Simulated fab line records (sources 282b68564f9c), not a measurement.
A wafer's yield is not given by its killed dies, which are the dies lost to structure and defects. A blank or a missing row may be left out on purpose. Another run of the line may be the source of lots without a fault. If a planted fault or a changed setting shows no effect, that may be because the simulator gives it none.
The tool behind it: which one? | flow rit-cmos | 13 lots, 39 wafers sampled, at 2 steps of a route of 202

== WHAT THE GAUGES SHOWED, per wafer ==
RIT_GATE_CD_MEAS_16 targets a cd of 150 nm. Usual: cd-nm 150.0 nm, standard deviation 1.9.
lot  | measured    | on        | cd-nm (nm)        | flag
L194 | day 2 14:09 | cd-sem-01 | 150.8 150.0 149.5 |
L195 | day 2 18:38 | cd-sem-02 | 148.2 150.2 151.4 |
L196 | day 2 23:35 | cd-sem-01 | 150.2 151.7 150.3 |
L199 | day 3 14:18 | cd-sem-02 | 149.7 148.3 148.9 |
L200 | day 3 19:31 | cd-sem-02 | 149.2 148.7 150.5 |
L204 | day 4 14:44 | cd-sem-02 | 152.6 149.6 153.4 |
L208 | day 5 10:49 | cd-sem-02 | 155.1 157.0 154.1 |
L210 | day 5 19:53 | cd-sem-01 | 150.7 153.0 150.9 |
L211 | day 6 00:54 | cd-sem-01 | 150.0 148.9 148.0 |
L212 | day 6 06:46 | cd-sem-01 | 150.1 154.2 153.0 |
L213 | day 6 11:46 | cd-sem-02 | 147.4 147.4 149.9 |
L214 | day 6 17:04 | cd-sem-02 | 150.0 149.8 148.4 |
L217 | day 7 09:22 | cd-sem-01 | 148.9 149.4 149.2 |

== WHICH TOOL RAN EACH LOT (tool, then ch and the chambers of the sampled wafers, then the start) ==
lot  | RIT_GATE_DEVELOP_15
L194 | litho-track-01 ch 0, day 2 14:00
L195 | litho-track-04 ch 0, day 2 18:00
L196 | litho-track-04 ch 0, day 2 23:00
L199 | litho-track-02 ch 0, day 3 14:00
L200 | litho-track-01 ch 0, day 3 19:00
L204 | litho-track-02 ch 0, day 4 14:00
L208 | litho-track-02 ch 0, day 5 10:00
L210 | litho-track-01 ch 0, day 5 19:00
L211 | litho-track-01 ch 0, day 6 00:00
L212 | litho-track-04 ch 0, day 6 06:00
L213 | litho-track-01 ch 0, day 6 11:00
L214 | litho-track-01 ch 0, day 6 16:00
L217 | litho-track-04 ch 0, day 7 09:00
- RIT_GATE_DEVELOP_15: develop time 50 s.

== WHAT THE TOOLS THEMSELVES READ (means of the sampled wafers that have a number; where no wafer has one, the mark that the record gives instead) ==
The record holds no such reading with a usual standard deviation.

== THE ANSWER, worked out from the rows above alone ==
Rule: take the mean of a lot's wafers that have a number; if it is more than 3 standard deviations from the usual mean, the lot is off. Also off: a lot with no number at a reading for which 4 or more lots have one. All remaining lots with rows at the step are treated as sound. Order of review: gauges by route order, followed by the tools' own readings, for which a lot's mean as printed above is used. The first step at which some lot is off is used, and at that step the reading that is off furthest; a lot without a number counts as furthest.
Across all readings shown, no lot is off: no conclusion can be drawn from this.

== WHAT THE SIMULATOR HAD INSERTED ==
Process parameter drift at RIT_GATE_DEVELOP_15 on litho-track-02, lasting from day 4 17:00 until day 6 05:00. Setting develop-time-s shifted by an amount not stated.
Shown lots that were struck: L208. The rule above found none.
